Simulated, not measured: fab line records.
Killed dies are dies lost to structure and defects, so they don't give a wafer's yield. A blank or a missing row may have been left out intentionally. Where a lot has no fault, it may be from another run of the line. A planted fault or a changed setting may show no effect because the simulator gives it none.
Which tool was responsible?	flow rit-cmos	42 wafers sampled from 14 lots at 1 step of a route of 202

WHAT THE GAUGES SHOWED, per wafer
No reading from a measuring or inspecting step in the record can be judged against a usual standard deviation.

EACH LOT AND THE TOOL THAT RAN IT (in order: tool; ch and the chambers of the sampled wafers; start)
lot	RIT_ACTIVE_ETCH_13
L962	rie-diel-01 ch 1,2,3, day 1 19:43
L965	rie-diel-01 ch 0,2,3, day 2 10:50
L966	rie-diel-02 ch 1,3, day 2 15:43
L967	rie-diel-04 ch 0,1, day 2 20:43
L968	rie-diel-04 ch 1,2,3, day 3 01:53
L969	rie-diel-04 ch 0,1, day 3 06:50
L970	rie-diel-01 ch 0,1,2, day 3 11:56
L971	rie-diel-02 ch 0,1,2, day 3 17:31
L972	rie-diel-02 ch 2,3, day 3 21:43
L975	rie-diel-01 ch 0,1, day 4 12:50
L977	rie-diel-02 ch 0,3, day 4 22:50
L982	rie-diel-02 ch 0,1, day 5 23:52
L983	rie-diel-01 ch 0,1, day 6 04:50
L984	rie-diel-04 ch 0,1,2, day 6 10:17
- RIT_ACTIVE_ETCH_13: etches Si3N4 in SF6, stops on SiO2, time 210 s, target depth 210 nm.

AS READ BY THE TOOLS THEMSELVES (means over the sampled wafers that have a number; for cases with no such wafer, the mark the record gives instead)
RIT_ACTIVE_ETCH_13.
lot	tool	SF6_flow_sccm (sccm)	drypump-motor-current-A (A)	oes-product-au (a.u.)	run-length-s (s)	throttle-valve-pct (%)
L962	rie-diel-01	200.2	5.2	0.820	238.1	7.52
L965	rie-diel-01	200.5	5.4	0.823	238.3	7.59
L966	rie-diel-02	199.3	6.1	0.819	238.8	7.60
L967	rie-diel-04	200.7	5.6	0.819	238.2	7.43
L968	rie-diel-04	199.5	5.5	0.838	238.3	7.53
L969	rie-diel-04	199.9	5.8	0.818	238.4	7.37
L970	rie-diel-01	200.0	5.2	0.818	238.0	7.48
L971	rie-diel-02	200.3	5.8	0.816	238.8	7.53
L972	rie-diel-02	199.9	6.1	0.825	238.6	7.55
L975	rie-diel-01	199.7	5.3	0.828	238.2	7.46
L977	rie-diel-02	200.2	6.0	0.788	257.9	7.65
L982	rie-diel-02	199.9	5.7	0.773	257.7	7.63
L983	rie-diel-01	200.8	5.4	0.817	238.2	7.47
L984	rie-diel-04	199.9	5.7	0.827	238.2	7.43

THE ANSWER, worked out from the rows above alone
Rule: what is usual is taken from the lots themselves. Put in order of their means at a reading, lots are off if they are a third of the lots or fewer, leave a main group of 4 or more, and stand apart from it by a gap of 3 or more times the standard deviation of the main group's means; of several such gaps the widest counts. If all means in a main group match to the digits the tables above print for the reading, that group is not used. Also off: a lot with no number at a reading for which 4 or more lots have one. Any other lot the step has rows for is counted as sound. First the gauges in route order, then the tools' own readings, where a lot's mean is used as printed above. At the first step where some lot is off, the reading lying furthest off is the one used; lots without a number count as furthest.
Off at RIT_ACTIVE_ETCH_13 (run-length-s): L977, L982. The main group: mean 238.3 s, standard deviation 0.25.
A tool fits if, at that step or a process step before it, it ran every lot that is off, and no sound lot after the first of them. One fits: RIT_ACTIVE_ETCH_13 on rie-diel-02. A fault onset in the window from L972 (day 3 21:43, its last sound lot) to L977 (day 4 22:50, its first lot off) fits.
The tool's own readings at RIT_ACTIVE_ETCH_13 bear it out: on the lots that are off they differ by more than 5 times the standard deviation of the sound lots' means. oes-product-au reads 0.780 a.u. there against 0.822 a.u. on the sound lots; run-length-s reads 257.8 s there against 238.3 s on the sound lots.

WHAT WAS PUT IN BY THE SIMULATOR
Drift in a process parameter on rie-diel-02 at RIT_ACTIVE_ETCH_13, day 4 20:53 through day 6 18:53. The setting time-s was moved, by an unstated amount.
Shown lots that were struck: L977, L982. The rule given above showed the same thing.
